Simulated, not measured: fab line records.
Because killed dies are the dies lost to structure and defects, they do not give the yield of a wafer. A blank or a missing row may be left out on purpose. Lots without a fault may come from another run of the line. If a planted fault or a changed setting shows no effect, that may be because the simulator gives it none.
Which of the tools did it? / flow ritCmos / 7 lots, 21 wafers sampled, at 2 steps of a route of 202

== WHAT THE GAUGES SHOWED, per wafer ==
RIT_WELLDRIVE_RS_MEAS_02: uses a four-point probe to measure.
lot=L188; measured=day 2 11:17; on=filmMetro-02; PWELL_RS (ohm/sq)=428.4 426.7 428.8
lot=L190; measured=day 3 01:54; on=filmMetro-03; PWELL_RS (ohm/sq)=430.0 429.6 429.6
lot=L192; measured=day 3 13:43; on=filmMetro-02; PWELL_RS (ohm/sq)=429.7 429.2 428.6
lot=L195; measured=day 4 01:05; on=filmMetro-03; PWELL_RS (ohm/sq)=430.0 429.7 428.4
lot=L197; measured=day 4 08:54; on=filmMetro-02; PWELL_RS (ohm/sq)=428.2 428.7 428.8
lot=L199; measured=day 4 21:44; on=filmMetro-03; PWELL_RS (ohm/sq)=429.7 431.7 431.0
lot=L205; measured=day 6 02:49; on=filmMetro-03; PWELL_RS (ohm/sq)=390.7 390.7 391.9

== WHICH TOOL RAN EACH LOT (tool, then ch and the chambers of the sampled wafers, then the start) ==
lot=L188; RIT_PWELL_IMPLANT_08=implanter-01 ch 0, day 2 05:06
lot=L190; RIT_PWELL_IMPLANT_08=implanter-02 ch 0, day 2 17:25
lot=L192; RIT_PWELL_IMPLANT_08=implanter-02 ch 0, day 3 06:53
lot=L195; RIT_PWELL_IMPLANT_08=implanter-01 ch 0, day 3 18:44
lot=L197; RIT_PWELL_IMPLANT_08=implanter-01 ch 0, day 4 02:46
lot=L199; RIT_PWELL_IMPLANT_08=implanter-01 ch 0, day 4 16:08
lot=L205; RIT_PWELL_IMPLANT_08=implanter-01 ch 0, day 5 20:08
- RIT_PWELL_IMPLANT_08

== THE ANSWER, worked out from the rows above alone ==
Rule: what is usual is taken from the lots themselves. Put in order of their means at a reading, lots are off if they are a third of the lots or fewer, leave a main group of 4 or more, and stand apart from it by a gap of 3 or more times the standard deviation of the main group's means; of several such gaps the widest counts. A main group is skipped when, at the precision printed for the reading in the tables above, its means are all equal. A lot without any number at a reading at which 4 lots or more have one is off too. Any other lot the step has rows for is counted as sound.
Off: L205, seen at RIT_WELLDRIVE_RS_MEAS_02 (PWELL_RS). The main group has a mean of 429.3 ohm/sq with a standard deviation of 0.89.
If a tool, at a process step before that reading, ran all the lots that are off and no sound lot after the first of them, it fits. Those tools and the gauges at RIT_WELLDRIVE_RS_MEAS_02 are tried in the same way. Can't be told from this: 2 tools fit, implanter-01 at RIT_PWELL_IMPLANT_08, filmMetro-03 at RIT_WELLDRIVE_RS_MEAS_02.

== WHAT HAD BEEN PUT IN BY THE SIMULATOR ==
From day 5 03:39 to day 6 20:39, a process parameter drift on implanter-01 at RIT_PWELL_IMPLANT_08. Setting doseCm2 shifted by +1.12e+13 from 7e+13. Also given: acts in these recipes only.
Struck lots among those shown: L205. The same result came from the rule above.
